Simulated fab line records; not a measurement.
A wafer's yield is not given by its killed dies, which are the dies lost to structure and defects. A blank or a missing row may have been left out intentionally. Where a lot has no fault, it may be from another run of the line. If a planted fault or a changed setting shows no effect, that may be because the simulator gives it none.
Which tool did it? ; flow berkeleyCmos170 ; 42 wafers from 14 lots sampled at 5 of the route's 331 steps

WHAT EACH GAUGE READ, for each wafer
UCB170_SPACER_THK_MEAS_01.
lot;measured;on;SPACER_TEOS_THK (nm)
L606;day 7 05:39;filmMetro-04;374 373 383
L608;day 7 19:09;filmMetro-02;377 377 379
L607;day 7 19:28;filmMetro-03;379 377 376
L609;day 7 19:43;filmMetro-02;364 379 372
L610;day 8 04:37;filmMetro-03;373 380 380
L611;day 8 04:43;filmMetro-02;376 379 377
L616;day 9 09:02;filmMetro-03;379 378 382
L617;day 9 18:45;filmMetro-03;369 375 374
L622;day 10 07:54;filmMetro-04;371 372 373
L621;day 10 10:16;filmMetro-02;369 381 383
L619;day 10 10:17;filmMetro-04;375 377 378
L623;day 10 21:01;filmMetro-03;373 376 382
L628;day 11 20:33;filmMetro-03;371 372 378
L627;day 11 20:54;filmMetro-02;370 374 378

UCB170_V2_THK_MEAS_01.
lot;measured;on;V2_TEOS_THK (nm)
L606;day 8 11:08;filmMetro-04;2029 2014 2044
L608;day 9 05:49;filmMetro-01;2057 2050 2089
L607;day 9 02:01;filmMetro-03;1991 1991 2001
L609;day 9 05:59;filmMetro-04;2008 2014 2028
L610;day 9 11:49;filmMetro-01;1547 2027 2018
L611;day 9 10:02;filmMetro-04;1983 2010 2017
L616;day 10 09:57;filmMetro-01;1975 1989 2002
L617;day 10 19:35;filmMetro-01;1979 1536 1991
L622;day 11 09:11;filmMetro-03;2001 2017 2024
L621;day 11 10:41;filmMetro-03;1977 2005 2011
L619;day 11 12:21;filmMetro-01;1995 1985 1997
L623;day 12 03:35;filmMetro-03;1980 1977 1998
L628;day 12 23:50;filmMetro-04;1953 1985 2015
L627;day 13 00:12;filmMetro-04;1975 2022 2027

UCB170_V2_CD_MEAS_12 targets a cd of 700 nm.
lot;measured;on;cdNm (nm)
L606;day 8 13:45;cdSem-01;700.3 701.8 701.4
L608;day 9 07:56;cdSem-01;700.5 700.0 699.3
L607;day 9 03:43;cdSem-01;697.5 698.8 698.3
L609;day 9 08:10;cdSem-02;699.7 700.5 699.1
L610;day 9 14:11;cdSem-01;698.7 700.1 699.7
L611;day 9 12:10;cdSem-02;698.2 697.5 698.8
L616;day 10 11:49;cdSem-01;699.5 698.3 699.2
L617;day 10 21:29;cdSem-01;699.4 698.8 698.7
L622;day 11 11:07;cdSem-01;701.8 702.2 702.3
L621;day 11 12:43;cdSem-02;700.9 701.0 704.1
L619;day 11 15:07;cdSem-02;701.8 701.9 703.0
L623;day 12 05:11;cdSem-01;700.8 701.3 699.0
L628;day 13 02:12;cdSem-02;701.9 702.4 703.0
L627;day 13 02:26;cdSem-02;701.7 700.5 701.5

UCB170_M3_OVL_MEAS_16.
lot;measured;on;M3_OVL (nm)
L606;day 8 18:10;overlay-01;5 -8 1
L608;day 9 12:05;overlay-01;1 -7 -2
L607;day 9 06:43;overlay-01;-13 -11 -4
L609;day 9 12:08;overlay-01;-2 -3 -8
L610;day 9 17:51;overlay-01;-14 -10 -15
L611;day 9 15:35;overlay-01;-10 -6 -6
L616;day 10 14:50;overlay-01;2 9 -1
L617;day 11 00:04;overlay-01;-14 -1 -10
L622;day 11 14:16;overlay-01;0 -3 -1
L621;day 11 18:21;overlay-02;-11 -3 0
L619;day 11 19:50;overlay-01;-16 -12 -17
L623;day 12 07:46;overlay-02;-1 -1 -7
L628;day 13 07:40;overlay-02;-8 -7 -9
L627;day 13 07:47;overlay-02;-1 -12 -7

WHICH TOOL RAN EACH LOT (tool, then ch and the chambers of the sampled wafers, then the start)
lot;UCB170_V2_CVD_00
L606;pecvd-02 ch 0,1, day 8 10:58
L608;pecvd-02 ch 0,2, day 9 05:38
L607;pecvd-03 ch 0,1,2, day 9 01:54
L609;pecvd-03 ch 0,1,2, day 9 05:49
L610;pecvd-03 ch 0,1,2, day 9 11:40
L611;pecvd-01 ch 0,1, day 9 09:52
L616;pecvd-01 ch 0,2, day 10 09:48
L617;pecvd-03 ch 0,1,2, day 10 19:25
L622;pecvd-02 ch 0,1,2, day 11 09:02
L621;pecvd-01 ch 0,1, day 11 10:32
L619;pecvd-01 ch 0,1,2, day 11 12:14
L623;pecvd-01 ch 0,2, day 12 03:26
L628;pecvd-02 ch 0,2, day 12 23:41
L627;pecvd-01 ch 0,1,2, day 13 00:02
- UCB170_V2_CVD_00: deposits SiO2 from TEOS/O2, target thk 2000 nm, time 250 s.

WHAT THE TOOLS THEMSELVES READ (means of the sampled wafers that have a number; where no wafer has one, the mark that the record gives instead)
UCB170_V2_CVD_00.
lot;tool;heaterPowerW (W);pressureMtorr (mTorr);runLengthS (s)
L606;pecvd-02;218;9008;277.5
L608;pecvd-02;294;8985;278.1
L607;pecvd-03;277;9005;278.1
L609;pecvd-03;238;9006;278.3
L610;pecvd-03;302;9007;259.3
L611;pecvd-01;273;8989;277.6
L616;pecvd-01;280;8985;277.8
L617;pecvd-03;259;9010;259.4
L622;pecvd-02;267;9001;277.9
L621;pecvd-01;257;9002;278.2
L619;pecvd-01;225;9012;277.6
L623;pecvd-01;249;9007;277.7
L628;pecvd-02;243;8996;277.7
L627;pecvd-01;316;9013;277.6

THE ANSWER, worked out from the rows above alone
Rule: the usual values come from the lots themselves. Put in order of their means at a reading, lots are off if they are a third of the lots or fewer, leave a main group of 4 or more, and stand apart from it by a gap of 3 or more times the standard deviation of the main group's means; of several such gaps the widest counts. A main group is skipped when, at the precision printed for the reading in the tables above, its means are all equal. Also off: a lot with no number at a reading for which 4 or more lots have one. Any other lot the step has rows for is counted as sound. First the gauges in route order, then the tools' own readings, where a lot's mean is used as printed above. At the first step where some lot is off, the reading lying furthest off is the one used; lots without a number count as furthest.
Off: L610, L617, seen at UCB170_V2_THK_MEAS_01 (V2_TEOS_THK). The main group: mean 2007 nm, standard deviation 22.
If a tool, at a process step before that reading, ran all the lots that are off and no sound lot after the first of them, it fits. Not tried: the gauges at UCB170_V2_THK_MEAS_01; whatever is off there is also off at UCB170_V2_CVD_00, on other tools, and gauge error can't account for it. One fits: pecvd-03 at UCB170_V2_CVD_00. Its last sound lot is L609 (day 9 05:49), its first lot that is off L610 (day 9 11:40): a fault that began between those two fits.
On the lots that are off, the tool's own readings at UCB170_V2_CVD_00 differ by more than 5 times the standard deviation of the sound lots' means, which bears it out; runLengthS reads 259.4 s there versus 277.8 s on the sound lots.

WHAT THE SIMULATOR HAD PUT IN
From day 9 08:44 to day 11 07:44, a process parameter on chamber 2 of pecvd-03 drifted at UCB170_V2_CVD_00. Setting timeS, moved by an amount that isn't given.
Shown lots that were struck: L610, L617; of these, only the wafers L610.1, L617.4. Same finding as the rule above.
